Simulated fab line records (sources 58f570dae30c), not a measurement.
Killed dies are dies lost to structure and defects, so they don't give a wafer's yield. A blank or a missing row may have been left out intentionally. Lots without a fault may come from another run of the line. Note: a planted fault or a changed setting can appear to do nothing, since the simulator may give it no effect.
Split-lot trial | flow berkeley_cmos170 | 23 wafers read from 5 lots, route of 331 steps

== SPLIT DETAILS ==
At UCB170_SILICIDE_SPUTTER_01 (material Ti, target thk 30 nm, time 25 s), the setting time_s was moved away from the recipe's 25 s on 5 of the 23 wafers read, by -7.6% to +12.7%. For the rest of the wafers, this setting stayed at what the recipe calls for.

== BETWEEN THE SPLIT AND THE READING: the file shows 1 step in between ==
- UCB170_SILICIDE_RS_MEAS_02: measures by four-point-probe

== THE READING ==
SILICIDE_TI_THK, in nm, at UCB170_SILICIDE_THK_MEAS_03 (measures by xrf). On this fab line, fault-free wafers typically give 30.29 nm with a standard deviation of 0.3 nm.

wafer  | tool, chamber at the split | time_s as run, s | against the recipe | SILICIDE_TI_THK, nm | against lot-mates on the recipe
L076.1 | pvd_sputter-01, -          | 25               | recipe             | 29.77               | -
L076.2 | pvd_sputter-01, -          | 25               | recipe             | 30.33               | -
L076.3 | pvd_sputter-01, -          | 23.11            | -7.6%              | 27.96               | -1.98
L076.5 | pvd_sputter-01, -          | 25               | recipe             | 29.73               | -
L076.6 | pvd_sputter-01, -          | 23.11            | -7.6%              | 27.74               | -2.20
L075.1 | pvd_sputter-04, -          | 25               | recipe             | 30.35               | -
L075.2 | pvd_sputter-04, -          | 25               | recipe             | 30.59               | -
L075.4 | pvd_sputter-04, -          | 25               | recipe             | 30.58               | -
L075.5 | pvd_sputter-04, -          | 25               | recipe             | 30.26               | -
L075.6 | pvd_sputter-04, -          | 25               | recipe             | 30.47               | -
L077.1 | pvd_sputter-02, -          | 25               | recipe             | 30.34               | -
L077.3 | pvd_sputter-02, -          | 28.17            | +12.7%             | 33.94               | +3.85
L077.4 | pvd_sputter-02, -          | 28.17            | +12.7%             | 33.96               | +3.87
L077.5 | pvd_sputter-02, -          | 25               | recipe             | 29.84               | -
L077.6 | pvd_sputter-02, -          | 28.17            | +12.7%             | 33.94               | +3.85
L079.1 | pvd_sputter-04, -          | 25               | recipe             | 30.94               | -
L079.3 | pvd_sputter-04, -          | 25               | recipe             | 30.82               | -
L079.4 | pvd_sputter-04, -          | 25               | recipe             | 30.46               | -
L079.5 | pvd_sputter-04, -          | 25               | recipe             | 30.69               | -
L079.6 | pvd_sputter-04, -          | 25               | recipe             | 30.50               | -
L078.1 | pvd_sputter-01, -          | 25               | recipe             | 30.60               | -
L078.2 | pvd_sputter-01, -          | 25               | recipe             | 30.54               | -
L078.6 | pvd_sputter-01, -          | 25               | recipe             | 30.90               | -

FIT RESULTS
A straight line over all 23 wafers: SILICIDE_TI_THK changes by +0.292 nm for each +1% of time_s; r = +0.98; the points scatter about the line by 0.34 nm.
The same after taking each lot's own level away (the mean of its wafers on the recipe; 23 wafers): +0.298 nm for each +1%; r = +0.99; scatter 0.19 nm.
That fit puts the effect of the largest move of time_s on the reading at 3.8 nm.
The span of the lots' own levels, 29.943 to 30.682 nm, comes to 2.5 times the standard deviation stated above.
Hence the lot-to-lot level has little effect on the slope; both slopes agree.
Check: for one of the wafers moved furthest among these (+12.7%), held out of the fit, the line's prediction against its lot-mates is +3.78 nm. It came out at +3.85 nm against them.

== OTHER SPLITS APPLIED TO THESE WAFERS ==
These wafers also went through other splits before the reading. Each is held against what the fit with the lots' levels taken away leaves over:
other split on the same wafers   | wafers away from the commonest value | r with SILICIDE_TI_THK (lot level and that fit taken away)
UCB170_BACKSIDE_STRIP_03 power_w | 10                                   | -0.23

== THE WHOLE CHAIN: every reading that the file lists as answering this split, in the file's order ==
step                        | what it does                             | reading                                                                           | change (the file's fit)               | r (the file's)
UCB170_SILICIDE_SPUTTER_01  | material Ti, target thk 30 nm, time 25 s | Ti_of_SILICIDE_SPUTTER_01.thk_nm (the simulator's own value, which no gauge read) | +0.295 nm for each +1% of the setting | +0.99
UCB170_SILICIDE_RS_MEAS_02  | measures by four-point-probe             | SILICIDE_TI_RS                                                                    | -0.284 for each +1% of the setting    | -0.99
UCB170_SILICIDE_THK_MEAS_03 | measures by xrf                          | SILICIDE_TI_THK                                                                   | +0.297 for each +1% of the setting    | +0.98

== THE FILE'S OWN FIT ==
SILICIDE_TI_THK changes by +0.297 nm for each +1% of time_s, r = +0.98.
